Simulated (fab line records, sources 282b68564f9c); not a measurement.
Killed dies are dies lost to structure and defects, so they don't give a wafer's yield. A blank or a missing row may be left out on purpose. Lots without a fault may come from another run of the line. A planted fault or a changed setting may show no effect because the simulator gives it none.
fab line records | flow rit_cmos
record lots=6 wafers=18 last_day=7
route steps=202 shown SPACER@127 NSD@131 PSD@142 SDANNEAL@153 PLDD@159 M1@202
lots that met no fault: from a run of the same line without faults
start_h: hours from the record's first day to the start of the lot's first wafer shown | wait_h: hours since the lot's step before | " the same as in the row above | L1.1+2: a row that stands for several wafers | - no value, or no start given | * or withheld: withheld | < > ~ a bound
route shown NAME@n: a module of which the file shows steps, and the number in the route of the first | usual: mean/standard deviation of fault-free wafers | same: alike in all rows | chamber/n: place in a boat | sites: the reading at each site | _std_site: their standard deviation | _edge_site: outer sites' mean less inner sites' | radius_mm: how far each site lies from the wafer's centre | mask NAME#n: copy n | behind: the tool/chamber that last shaped the wafer | hold: why the lot was held/for how many hours/how that ended | device: the transistor (n, p or np) that didn't switch | end of line: the same wafers' tests at the end of the route | a step without rows: its recipe alone | killed: dies lost to structure and defects at the first sort, not the wafer's yield | map: a wafer's dies, x killed, . not, _ none there
set.NAME: the setting as run; set.NAME@STEP: as run at that earlier step | model.NAME: the simulator's own value behind a step, which no gauge read
lots at some steps of the route; a table a step, a row a wafer
services: from which hour (start_h, from the record's first day; less than 0 if before it) a tool's chamber was out of use, for how many hours, and why
## steps
# step RIT_SPACER_CLEAN_02
# recipe chemistry=SC2 mix=3:3:50 time_s=600 temp_c=75 dry=n2_spin
# step RIT_SPACER_CVD_03
# recipe material=Si3N4 target_thk_nm=250 temp_c=810 precursor=SiH2Cl2/NH3 time_s=3300 pressure_mtorr=300 sih2cl2_flow_sccm=60 nh3_flow_sccm=150
# step RIT_SPACER_THK_MEAS_04
# recipe reads=Si3N4_of_SPACER_CVD_03
# usual SPACER_NITRIDE_THK=250.0/2.2
# columns lot.wafer tool chamber start_h wait_h SPACER_NITRIDE_THK[nm]
L725.3 film_metro-02 - 57.81 0.0 250.6
L725.4 " - " " 247.6
L725.5 " - " " 247.2
L731.4 film_metro-01 - 92.50 0.0 247.6
L731.5 " - " " 247.7
L731.6 " - " " 249.1
L735.1 film_metro-01 - 108.09 0.0 250.4
L735.4 " - " " 250.9
L735.5 " - " " 250.3
L740.2 film_metro-03 - 130.94 0.0 250.3
L740.5 " - " " 249.5
L740.6 " - " " 247.6
L742.1 film_metro-03 - 139.13 0.0 249.9
L742.2 " - " " 248.3
L742.5 " - " " 249.2
L744.2 film_metro-02 - 152.46 0.0 252.3
L744.4 " - " " 251.5
L744.5 " - " " 252.3
# step RIT_SPACER_ETCHBACK_05
# recipe target_depth_a=2500 SF6_flow_sccm=30 CHF3_flow_sccm=30 target=Si3N4 chemistry=SF6/CHF3 pressure_mtorr=40 rf_w=250 time_s=240 stop_on=SiO2
# usual SF6_flow_sccm=30.00/0.082 drypump_motor_current_A=5.8/0.34 oes_product_au=0.846/0.012 throttle_valve_pct=10.27/0.12
# columns lot.wafer tool chamber start_h wait_h SF6_flow_sccm drypump_motor_current_A oes_product_au rf_hours_counter_h throttle_valve_pct
L725.3 rie_diel-01 1 57.85 0.0 29.99 6.0 0.868 8 10.25
L725.4 " 0 " " 29.85 5.7 0.856 - 10.38
L725.5 " 3 " " 29.97 5.2 0.860 - 10.35
L731.4 rie_diel-03 2 92.53 0.0 30.02 5.9 0.834 6 10.25
L731.5 " 2 " " 30.03 5.9 0.830 - 10.25
L731.6 " 3 " " 29.94 5.8 0.848 - 10.24
L735.1 rie_diel-01 0 108.15 0.1 30.07 5.7 0.861 93 10.36
L735.4 " 3 " " 30.04 5.2 0.863 - 10.34
L735.5 " 0 " " 29.96 5.7 0.859 - 10.35
L740.2 rie_diel-01 0 130.99 0.0 29.97 5.7 0.862 94 10.36
L740.5 " 0 " " 30.01 5.7 0.856 - 10.37
L740.6 " 1 " " 29.95 5.9 0.857 - 10.24
L742.1 rie_diel-01 2 139.19 0.1 29.89 6.5 0.840 144 10.51
L742.2 " 3 " " 30.11 5.2 0.862 7 10.35
L742.5 " 3 " " 30.01 5.2 0.856 - 10.35
L744.2 rie_diel-03 3 152.51 0.0 29.97 5.8 0.859 28 10.26
L744.4 " 2 " " 29.95 5.9 0.843 8 10.28
L744.5 " 0 " " 30.04 5.8 0.841 - 10.25
# step RIT_NSD_HMDS_00
# recipe prime_time_s=60 prime_temp_c=140
# step RIT_NSD_COAT_01
# recipe resist=NOVOLAK spin_rpm=3250 resist_thk_nm=1000
# step RIT_NSD_SOFTBAKE_02
# recipe resist=NOVOLAK temp_c=90 time_s=60
# step RIT_NSD_EXPOSE_03
# recipe mask_id=M9 na=0.57 target_cd_nm=40700 dose_mj=250
# step RIT_NSD_PEB_04
# recipe resist=NOVOLAK temp_c=withheld time_s=withheld
# step RIT_NSD_DEVELOP_05
# recipe resist=NOVOLAK develop_time_s=50 dev_temp_c=23
# step RIT_NSD_OVL_MEAS_06
# usual NSD_OVL=0.6/1.2
# columns lot.wafer tool chamber start_h wait_h NSD_OVL[nm]
L725.3 overlay-02 - 59.08 - 0.2
L725.4 " - " " 3.1
L725.5 " - " " -0.3
L731.4 overlay-02 - 93.55 - 0.8
L731.5 " - " " -0.4
L731.6 " - " " 0.3
L735.1 overlay-02 - 109.27 - 1.2
L735.4 " - " " 1.3
L735.5 " - " " 0.9
L740.2 overlay-02 - 131.99 - 1.9
L740.5 " - " " 1.4
L740.6 " - " " 2.5
L742.1 overlay-01 - 140.19 - 0.8
L742.2 " - " " 0.9
L742.5 " - " " 0.3
L744.2 overlay-01 - 153.51 - 1.5
L744.4 " - " " 0.9
L744.5 " - " " 0.7
# step RIT_NSD_HARDBAKE_07
# recipe resist=NOVOLAK temp_c=140 time_s=60
# step RIT_NSD_IMPLANT_08
# recipe species=P energy_kev=25 dose_cm2=1e+15 tilt_deg=7
# columns lot.wafer tool chamber start_h wait_h
L725.3+4+5 implanter-02 0 59.30 0.1
L731.4+5+6 implanter-03 0 93.80 0.1
L735.1+4+5 implanter-02 0 109.46 0.1
L740.2+5+6 implanter-03 0 132.48 0.1
L742.1+2+5 implanter-03 0 140.38 0.1
L744.2+4+5 implanter-03 0 153.72 0.1
# step RIT_NSD_STRIP_09
# recipe chemistry=O2 time_s=180 resist=NOVOLAK platen_temp_c=withheld power_w=500 pressure_mtorr=4000 o2_flow_sccm=4000
# usual drypump_motor_current_A=5.8/0.35
# columns lot.wafer tool chamber start_h wait_h drypump_motor_current_A rf_hours_counter_h
L725.3 plasma_asher-02 0 59.46 0.1 5.6 -
L725.4 " 1 " " 5.7 -
L725.5 " 0 " " 5.6 -
L731.4 plasma_asher-02 1 93.93 0.1 5.7 -
L731.5 " 1 " " 5.7 -
L731.6 " 0 " " 5.6 -
L735.1 plasma_asher-02 1 109.61 0.1 5.8 49
L735.4 " 1 " " 5.8 -
L735.5 " 1 " " 5.7 -
L740.2 plasma_asher-04 1 132.60 0.1 6.5 2
L740.5 " 1 " " 6.4 -
L740.6 " 0 " " 5.4 -
L742.1 plasma_asher-04 1 140.53 0.1 6.5 2
L742.2 " 0 " " 5.5 2
L742.5 " 0 " " 5.5 -
L744.2 plasma_asher-04 1 153.84 0.1 6.5 4
L744.4 " 1 " " 6.5 -
L744.5 " 0 " " 5.5 -
# step RIT_NSD_TW_MEAS_10
# usual NSD_TW=3113/17
# columns lot.wafer tool chamber start_h wait_h NSD_TW
L725.3 film_metro-01 - 59.59 0.1 3096
L725.4 " - " " 3120
L725.5 " - " " 3106
L731.4 film_metro-01 - 94.08 0.1 3111
L731.5 " - " " 3121
L731.6 " - " " 3131
L735.1 film_metro-01 - 109.78 0.1 3110
L735.4 " - " " 3111
L735.5 " - " " 3118
L740.2 film_metro-01 - 132.79 0.1 3122
L740.5 " - " " 3116
L740.6 " - " " 3109
L742.1 film_metro-01 - 140.70 0.1 3113
L742.2 " - " " 3104
L742.5 " - " " 3107
L744.2 film_metro-01 - 154.03 0.1 3119
L744.4 " - " " 3109
L744.5 " - " " 3109
# step RIT_PSD_HMDS_00
# recipe prime_time_s=60 prime_temp_c=140
# step RIT_PSD_COAT_01
# recipe resist=NOVOLAK spin_rpm=3250 resist_thk_nm=1000
# step RIT_PSD_SOFTBAKE_02
# recipe resist=NOVOLAK temp_c=90 time_s=60
# step RIT_PSD_EXPOSE_03
# recipe mask_id=M10 na=0.57 target_cd_nm=40900 dose_mj=250
# step RIT_PSD_PEB_04
# recipe resist=NOVOLAK temp_c=withheld time_s=withheld
# step RIT_PSD_DEVELOP_05
# recipe resist=NOVOLAK develop_time_s=50 dev_temp_c=23
# step RIT_PSD_OVL_MEAS_06
# usual PSD_OVL=0.8/1.7
# columns lot.wafer tool chamber start_h wait_h PSD_OVL[nm]
L725.3 overlay-01 - 60.50 - -0.9
L725.4 " - " " 1.4
L725.5 " - " " -0.3
L731.4 overlay-02 - 94.97 - -0.2
L731.5 " - " " -0.1
L731.6 " - " " -0.1
L735.1 overlay-02 - 110.91 - -0.5
L735.4 " - " " 0.0
L735.5 " - " " 1.2
L740.2 overlay-01 - 133.69 - 2.8
L740.5 " - " " 1.0
L740.6 " - " " 2.9
L742.1 overlay-01 - 141.95 - 1.7
L742.2 " - " " 2.9
L742.5 " - " " 2.1
L744.2 overlay-02 - 155.06 - 0.5
L744.4 " - " " 1.1
L744.5 " - " " 0.7
# step RIT_PSD_HARDBAKE_07
# recipe resist=NOVOLAK temp_c=140 time_s=60
# step RIT_PSD_IMPLANT_08
# recipe species=BF2 energy_kev=27 dose_cm2=5e+15 tilt_deg=7
# step RIT_PSD_STRIP_09
# recipe chemistry=O2 time_s=180 resist=NOVOLAK platen_temp_c=withheld power_w=500 pressure_mtorr=4000 o2_flow_sccm=4000
# usual drypump_motor_current_A=5.6/0.35
# columns lot.wafer tool chamber start_h wait_h drypump_motor_current_A rf_hours_counter_h
L725.3 plasma_asher-03 1 60.88 0.1 5.4 -
L725.4 " 0 " " 5.5 -
L725.5 " 1 " " 5.4 -
L731.4 plasma_asher-03 1 95.35 0.1 5.4 -
L731.5 " 0 " " 5.5 -
L731.6 " 1 " " 5.4 -
L735.1 plasma_asher-01 1 111.25 0.1 5.4 48
L735.4 " 1 " " 5.4 -
L735.5 " 0 " " 5.9 -
L740.2 plasma_asher-01 0 134.02 0.1 5.9 51
L740.5 " 1 " " 5.4 -
L740.6 " 0 " " 5.9 -
L742.1 plasma_asher-03 0 142.29 0.1 5.5 35
L742.2 " 1 " " 5.4 35
L742.5 " 0 " " 5.5 -
L744.2 plasma_asher-04 1 155.39 0.1 6.4 4
L744.4 " 0 " " 5.5 -
L744.5 " 0 " " 5.5 -
# step RIT_PSD_TW_MEAS_10
# usual PSD_TW=3428/24
# columns lot.wafer tool chamber start_h wait_h PSD_TW
L725.3 film_metro-04 - 61.02 0.1 3433
L725.4 " - " " 3418
L725.5 " - " " 3405
L731.4 film_metro-02 - 95.50 0.1 3487
L731.5 " - " " 3458
L731.6 " - " " 3478
L735.1 film_metro-04 - 111.42 0.1 3390
L735.4 " - " " 3395
L735.5 " - " " 3398
L740.2 film_metro-02 - 134.21 0.1 3437
L740.5 " - " " 3412
L740.6 " - " " 3434
L742.1 film_metro-04 - 142.46 0.1 3399
L742.2 " - " " 3406
L742.5 " - " " 3387
L744.2 film_metro-01 - 155.57 0.1 3423
L744.4 " - " " 3416
L744.5 " - " " 3424
# step RIT_SDANNEAL_CLEAN_00
# recipe chemistry=SC1 mix=3:3:50 time_s=600 temp_c=75
# step RIT_SDANNEAL_CLEAN_01
# recipe chemistry=dHF dilution=50:1 time_s=30
# step RIT_SDANNEAL_CLEAN_02
# recipe chemistry=SC2 mix=3:3:50 time_s=600 temp_c=75 dry=n2_spin
# step RIT_SDANNEAL_RTA_03
# recipe temp_c=1050 time_s=5 idle_temp_c=600 ramp_up_c_per_s=342 ramp_down_c_per_s=171 cool_to_c=600 ambient=N2
# usual anneal_temp_c_max=1054.7/1.3 wafer_temp_C_max=1053.6/1.3
# columns lot.wafer tool chamber start_h wait_h anneal_temp_c_max wafer_temp_C_max
L725.3 rtp_anneal-01 0 61.46 0.0 1055.2 1054.2
L725.4 " 0 " " 1057.1 1053.8
L725.5 " 0 " " 1054.7 1052.4
L731.4 rtp_anneal-01 0 95.92 0.0 1053.7 1055.5
L731.5 " 0 " " 1055.1 1054.1
L731.6 " 0 " " 1057.1 1054.4
L735.1 rtp_anneal-01 0 111.85 0.0 1054.8 1055.3
L735.4 " 0 " " 1054.9 1055.1
L735.5 " 0 " " 1055.1 1053.8
L740.2 rtp_anneal-02 0 134.65 0.0 1053.3 1053.5
L740.5 " 0 " " 1054.5 1053.9
L740.6 " 0 " " 1053.9 1053.3
L742.1 rtp_anneal-02 0 142.89 0.0 1053.0 1054.7
L742.2 " 0 " " 1053.7 1054.0
L742.5 " 0 " " 1053.2 1054.1
L744.2 rtp_anneal-02 0 156.18 0.0 1055.1 1056.2
L744.4 " 0 " " 1053.4 1053.3
L744.5 " 0 " " 1052.8 1053.6
# step RIT_SDANNEAL_RS_MEAS_04
# recipe thk_meas_gauge=four-point-probe
# usual PSD_RS=115.93/0.3
# columns lot.wafer tool chamber start_h wait_h PSD_RS[ohm/sq]
L725.3 film_metro-02 - 61.54 0.1 115.41
L725.4 " - " " 115.75
L725.5 " - " " 116.19
L731.4 film_metro-01 - 96.01 0.1 116.19
L731.5 " - " " 116.30
L731.6 " - " " 116.35
L735.1 film_metro-01 - 111.91 0.0 115.95
L735.4 " - " " 116.31
L735.5 " - " " 116.14
L740.2 film_metro-01 - 134.72 0.1 115.72
L740.5 " - " " 115.61
L740.6 " - " " 115.80
L742.1 film_metro-04 - 142.95 0.0 115.59
L742.2 " - " " 116.05
L742.5 " - " " 115.74
L744.2 film_metro-04 - 156.25 0.1 116.29
L744.4 " - " " 115.78
L744.5 " - " " 116.00
# step RIT_SDANNEAL_RS_MEAS_05
# recipe thk_meas_gauge=four-point-probe
# usual NSD_RS=84.6/0.33
# columns lot.wafer tool chamber start_h wait_h NSD_RS[ohm/sq]
L725.3 film_metro-02 - 61.66 0.1 84.9
L725.4 " - " " 84.6
L725.5 " - " " 84.7
L731.4 film_metro-01 - 96.13 0.1 84.4
L731.5 " - " " 84.6
L731.6 " - " " 84.2
L735.1 film_metro-01 - 112.03 0.1 85.0
L735.4 " - " " 84.7
L735.5 " - " " 84.8
L740.2 film_metro-01 - 134.84 0.1 85.2
L740.5 " - " " 85.0
L740.6 " - " " 85.1
L742.1 film_metro-04 - 143.07 0.1 -
L742.2 " - " " -
L742.5 " - " " -
L744.2 film_metro-04 - 156.37 0.1 -
L744.4 " - " " -
L744.5 " - " " -
# step RIT_SDANNEAL_RS_MEAS_06
# recipe thk_meas_gauge=four-point-probe
# usual PLDD_RS=178.6/0.53
# columns lot.wafer tool chamber start_h wait_h PLDD_RS[ohm/sq]
L725.3 film_metro-02 - 61.78 0.1 178.7
L725.4 " - " " 178.4
L725.5 " - " " 178.5
L731.4 film_metro-01 - 96.25 0.1 178.9
L731.5 " - " " 179.3
L731.6 " - " " 178.8
L735.1 film_metro-01 - 112.15 0.1 179.2
L735.4 " - " " 178.6
L735.5 " - " " 178.4
L740.2 film_metro-01 - 134.96 0.1 178.8
L740.5 " - " " 179.4
L740.6 " - " " 178.9
L742.1 film_metro-04 - 143.19 0.1 178.8
L742.2 " - " " 178.4
L742.5 " - " " 179.0
L744.2 film_metro-04 - 156.49 0.1 178.6
L744.4 " - " " 178.7
L744.5 " - " " 178.5
# step RIT_M1_PROBE_99
# usual killed_at_contacts=0.1/0.25 killed_at_front_end=6.8/2.7 killed_dies=6.8/2.7 killed_on_rim=1.7/1.2 killed_open=3.4/1.8 killed_short=3.5/1.7
# same gross_dies=264 killed_at_M0_to_M3=0 killed_at_M4_up=0 killed_at_back_side=0 killed_at_other=0
# columns lot.wafer tool chamber start_h wait_h killed_at_contacts killed_at_front_end killed_dies killed_on_rim killed_open killed_short
L740.2 prober-01 - 142.15 0.1 0 1 1 0 0 1
L740.5 prober-01 - 142.30 0.2 0 5 5 2 1 4
L740.6 prober-01 - 142.35 0.2 0 5 5 2 2 3
L742.1 prober-01 - 150.18 0.1 0 5 5 2 1 4
L742.2 prober-01 - 150.23 0.1 0 6 6 2 3 3
L742.5 prober-01 - 150.38 0.2 0 7 7 0 5 2
L744.2 prober-01 - 163.53 0.1 1 10 11 3 5 6
L744.4 prober-01 - 163.63 0.2 0 4 4 2 2 2
L744.5 prober-01 - 163.68 0.2 0 3 3 1 1 2
# killed by level:class
L740.2 SPACER:geometric_particle:short=1
L740.5 GATE:geometric_particle:short=3 GATE:geometric_particle:open=1 SILICIDE:geometric_particle:short=1
L740.6 GATE:geometric_particle:open=2 GATE:geometric_particle:short=1 REOX:geometric_particle:short=1 SILICIDE:geometric_particle:short=1
L742.1 FOX1:geometric_particle:short=2 FOX1:geometric_particle:open=1 GATE:geometric_particle:short=1 REOX:geometric_particle:short=1
L742.2 FOX1:geometric_particle:open=2 SILICIDE:geometric_particle:short=2 FOX2:geometric_particle:short=1 REOX:geometric_particle:open=1
L742.5 SPACER:geometric_particle:open=2 SILICIDE:geometric_particle:open=2 FOX1:geometric_particle:open=1 FOX1:geometric_particle:short=1 SILICIDE:geometric_particle:short=1
L744.2 GATE:geometric_particle:short=3 GATE:geometric_particle:open=2 FOX1:geometric_particle:short=1 FOX1:geometric_particle:open=1 FOX2:geometric_particle:short=1 REOX:geometric_particle:short=1 SILICIDE:geometric_particle:open=1 CONTACT:geometric_particle:open=1
L744.4 GATE:geometric_particle:short=1 REOX:geometric_particle:open=1 REOX:geometric_particle:short=1 SILICIDE:geometric_particle:open=1
L744.5 FOX1:geometric_particle:short=1 GATE:geometric_particle:short=1 SILICIDE:geometric_particle:open=1
## services
# columns tool chamber start_h hours kind
rie_diel-03 0 46.53 12.1 repair
implanter-02 - 48.99 2.3 repair
rtp_anneal-01 - 66.52 0.7 pm
plasma_asher-04 - 78.79 21.3 repair
implanter-02 - 82.65 2.4 pm
rie_diel-01 3 95.37 2.0 repair
implanter-02 - 96.48 5.3 repair
rie_diel-03 1 105.81 - clean
rie_diel-03 1 105.81 32.3 scheduled_down
rie_diel-03 1 105.81 32.3 vent_cycle
rie_diel-01 1 107.04 16.2 repair
plasma_asher-04 - 108.75 9.0 pm
plasma_asher-04 0 108.75 9.0 vent_cycle
plasma_asher-04 1 108.75 9.0 vent_cycle
implanter-03 - 112.15 3.0 repair
plasma_asher-04 0 117.75 - clean
plasma_asher-04 1 117.75 - clean
plasma_asher-02 - 126.35 4.3 pm
implanter-02 - 145.00 3.1 repair
## key
first_sign step=RIT_SDANNEAL_RS_MEAS_05 reading=NSD_RS direction=missing
effect none on later readings
met_at RIT_NSD_IMPLANT_08
struck_wafers L742.1,L742.2,L742.5,L744.2,L744.4,L744.5
tester_left_out L742,L744
onset_between 132.48 140.38
also_fits time
fault kind=process_parameter_drift tool=implanter-03 chamber=- onset_h=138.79 steps=RIT_NSD_IMPLANT_08 channel=tilt_deg offset=8 spread_by_wafer=0.3 shape=step end_h=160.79 acts_in=these_recipes_only stated=7
# tester_left_out: of these lots the tester's yield and bins aren't shown, on N5 and GAA mostly nor the transistor test; their killed dies are dies lost to structure and defects alone, not to doping, threshold or leakage, so they don't give the yield
